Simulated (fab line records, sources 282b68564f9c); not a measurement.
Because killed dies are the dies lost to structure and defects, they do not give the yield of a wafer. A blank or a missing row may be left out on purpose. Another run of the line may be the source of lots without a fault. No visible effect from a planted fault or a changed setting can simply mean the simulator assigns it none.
Which tool was responsible? + flow rit_cmos + 14 lots with 42 wafers sampled at 4 steps, on a route of 202 steps

== WHAT EACH GAUGE READ, for each wafer ==
RIT_WELLDRIVE_RS_MEAS_01: a four-point-probe measurement.
| lot  | measured    | on            | NWELL_RS (ohm/sq) |
|------|-------------|---------------|-------------------|
| L867 | day 2 05:41 | film_metro-02 | 274.7 275.1 275.1 |
| L870 | day 2 19:43 | film_metro-02 | 274.3 274.0 274.9 |
| L872 | day 3 06:23 | film_metro-02 | 275.3 274.0 274.7 |
| L873 | day 3 10:52 | film_metro-02 | 273.2 274.2 274.3 |
| L874 | day 3 15:09 | film_metro-02 | 275.3 275.5 275.3 |
| L875 | day 3 21:26 | film_metro-02 | 275.5 275.3 275.1 |
| L877 | day 4 06:37 | film_metro-01 | 275.4 275.7 275.8 |
| L878 | day 4 11:18 | film_metro-01 | 274.3 274.8 274.6 |
| L879 | day 4 16:08 | film_metro-04 | 253.5 252.5 252.9 |
| L881 | day 5 02:51 | film_metro-01 | 252.0 252.4 253.1 |
| L885 | day 5 21:47 | film_metro-01 | 275.4 274.9 275.3 |
| L886 | day 6 02:37 | film_metro-01 | 275.9 275.8 275.3 |
| L888 | day 6 13:13 | film_metro-04 | 276.6 276.3 275.8 |
| L890 | day 6 22:59 | film_metro-04 | 275.6 275.9 275.2 |

RIT_WELLDRIVE_RS_MEAS_02: a four-point-probe measurement.
| lot  | measured    | on            | PWELL_RS (ohm/sq) |
|------|-------------|---------------|-------------------|
| L867 | day 2 05:49 | film_metro-02 | 428.7 429.2 428.9 |
| L870 | day 2 19:50 | film_metro-02 | 429.0 431.0 430.9 |
| L872 | day 3 06:31 | film_metro-02 | 430.8 428.6 430.5 |
| L873 | day 3 10:59 | film_metro-02 | 431.2 432.8 431.1 |
| L874 | day 3 15:16 | film_metro-02 | 431.5 432.5 432.2 |
| L875 | day 3 21:33 | film_metro-02 | 429.5 428.9 429.1 |
| L877 | day 4 06:44 | film_metro-01 | 430.1 431.7 431.1 |
| L878 | day 4 11:25 | film_metro-01 | 431.6 431.1 433.0 |
| L879 | day 4 16:16 | film_metro-04 | 404.5 404.5 405.6 |
| L881 | day 5 02:58 | film_metro-01 | 404.0 405.9 404.2 |
| L885 | day 5 21:55 | film_metro-01 | 430.9 430.6 431.5 |
| L886 | day 6 02:44 | film_metro-01 | 430.5 431.5 431.6 |
| L888 | day 6 13:20 | film_metro-04 | 431.6 430.0 432.2 |
| L890 | day 6 23:06 | film_metro-04 | 428.5 429.7 430.2 |

RIT_M1_BOW_MEAS_16.
| lot  | measured    | on            | M1_BOW (um) |
|------|-------------|---------------|-------------|
| L867 | day 3 14:37 | film_metro-03 | 14 16 9     |
| L870 | day 4 02:31 | film_metro-03 | 23 18 17    |
| L872 | day 4 11:06 | film_metro-02 | 15 11 4     |
| L873 | day 4 15:26 | film_metro-03 | 23 7 22     |
| L874 | day 4 18:56 | film_metro-04 | 19 2 17     |
| L875 | day 5 01:40 | film_metro-03 | 23 17 9     |
| L877 | day 5 11:14 | film_metro-02 | 21 7 2      |
| L878 | day 5 15:19 | film_metro-04 | 12 22 9     |
| L879 | day 5 20:10 | film_metro-04 | 10 14 25    |
| L881 | day 6 07:43 | film_metro-04 | 23 27 14    |
| L885 | day 7 02:38 | film_metro-04 | 15 16 38    |
| L886 | day 7 08:55 | film_metro-02 | 16 8 19     |
| L888 | day 7 17:46 | film_metro-04 | 18 19 31    |
| L890 | day 8 10:33 | film_metro-03 | 13 29 13    |

== WHAT TOOL EACH LOT RAN ON (gives the tool, then ch and the chambers of the sampled wafers, and finally the start) ==
| lot  | RIT_WELLDRIVE_ANNEAL_00      |
|------|------------------------------|
| L867 | furnace-03 ch 0, day 2 00:34 |
| L870 | furnace-03 ch 0, day 2 14:35 |
| L872 | furnace-03 ch 0, day 3 01:15 |
| L873 | furnace-02 ch 0, day 3 05:47 |
| L874 | furnace-01 ch 0, day 3 10:04 |
| L875 | furnace-02 ch 0, day 3 16:20 |
| L877 | furnace-03 ch 0, day 4 01:32 |
| L878 | furnace-01 ch 0, day 4 06:13 |
| L879 | furnace-02 ch 0, day 4 11:02 |
| L881 | furnace-02 ch 0, day 4 21:45 |
| L885 | furnace-03 ch 0, day 5 16:42 |
| L886 | furnace-01 ch 0, day 5 21:30 |
| L888 | furnace-01 ch 0, day 6 08:08 |
| L890 | furnace-03 ch 0, day 6 17:54 |
- RIT_WELLDRIVE_ANNEAL_00: time 14700 s.

== WHAT THE TOOLS THEMSELVES READ (means of the sampled wafers that have a number; where no wafer has one, the mark that the record gives instead) ==
RIT_WELLDRIVE_ANNEAL_00.
| lot  | tool       | spike_tc_centre_C (C) | spike_tc_load_C (C) | spike_tc_source_C (C) | tube_center_temp_C (C) | tube_center_temp_C_max | zone_power_centre_pct (%) |
|------|------------|-----------------------|---------------------|-----------------------|------------------------|------------------------|---------------------------|
| L867 | furnace-03 | 1103.5                | 1124.1              | 1127.2                | 1100                   | 1102.9                 | 56                        |
| L870 | furnace-03 | 1102.3                | 1124.0              | 1127.7                | 1100                   | 1102.5                 | 57                        |
| L872 | furnace-03 | 1103.5                | 1123.6              | 1128.2                | 1100                   | 1102.6                 | 57                        |
| L873 | furnace-02 | 1101.4                | 1127.0              | 1121.4                | 1100                   | 1103.2                 | 47                        |
| L874 | furnace-01 | 1102.6                | 1122.4              | 1123.5                | 1100                   | 1103.2                 | 44                        |
| L875 | furnace-02 | 1102.1                | 1126.5              | 1121.8                | 1100                   | 1102.6                 | 48                        |
| L877 | furnace-03 | 1102.9                | 1124.2              | 1127.2                | 1100                   | 1102.7                 | 57                        |
| L878 | furnace-01 | 1101.9                | 1121.3              | 1122.8                | 1100                   | 1103.4                 | 44                        |
| L879 | furnace-02 | 1123.9                | 1150.1              | 1145.1                | 1122                   | 1124.6                 | 48                        |
| L881 | furnace-02 | 1124.3                | 1149.5              | 1143.4                | 1122                   | 1124.5                 | 48                        |
| L885 | furnace-03 | 1103.6                | 1124.0              | 1128.3                | 1100                   | 1103.4                 | 56                        |
| L886 | furnace-01 | 1100.7                | 1121.3              | 1123.5                | 1100                   | 1103.0                 | 45                        |
| L888 | furnace-01 | 1101.8                | 1122.5              | 1123.9                | 1100                   | 1103.2                 | 44                        |
| L890 | furnace-03 | 1103.1                | 1123.5              | 1127.9                | 1100                   | 1102.7                 | 56                        |

== THE ANSWER, worked out from the rows above alone ==
Rule: what is usual is taken from the lots themselves. Put in order of their means at a reading, lots are off if they are a third of the lots or fewer, leave a main group of 4 or more, and stand apart from it by a gap of 3 or more times the standard deviation of the main group's means; of several such gaps the widest counts. Not used: any main group whose means are identical at the precision the tables above print for the reading. Also off: a lot with no number at a reading for which 4 or more lots have one. The other lots that the step has rows for count as sound. First the gauges in route order, then the tools' own readings, where a lot's mean is used as printed above. The first step at which some lot is off is used, and at that step the reading that is off furthest; a lot without a number counts as furthest.
Off: L879, L881, seen at RIT_WELLDRIVE_RS_MEAS_01 (NWELL_RS). For the main group the mean is 275.1 ohm/sq and the standard deviation 0.62.
A tool fits if, at a process step before that reading, it ran every lot that is off, and no sound lot after the first of them. The gauges at RIT_WELLDRIVE_RS_MEAS_01 aren't tried: what is off there is off at RIT_WELLDRIVE_ANNEAL_00 too, on other tools, and a gauge's error can't cause that. One candidate fits, namely furnace-02 at RIT_WELLDRIVE_ANNEAL_00. A fault onset in the window from L875 (day 3 16:20, its last sound lot) to L879 (day 4 11:02, its first lot off) fits.
The tool's own readings at RIT_WELLDRIVE_ANNEAL_00 bear it out: on the lots that are off they differ by more than 5 times the standard deviation of the sound lots' means. spike_tc_centre_C reads 1124.1 C there against 1102.5 C on the sound lots; spike_tc_load_C reads 1149.8 C there against 1123.7 C on the sound lots; spike_tc_source_C reads 1144.2 C there against 1125.3 C on the sound lots; tube_center_temp_C reads 1122 C there against 1100 C on the sound lots; tube_center_temp_C_max reads 1124.5 there against 1103.0 on the sound lots.

== WHAT THE SIMULATOR HAD INSERTED ==
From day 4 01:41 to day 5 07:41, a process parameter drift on furnace-02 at RIT_WELLDRIVE_ANNEAL_00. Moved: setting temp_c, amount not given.
Lots struck among those shown: L879, L881. The rule given above showed the same thing.
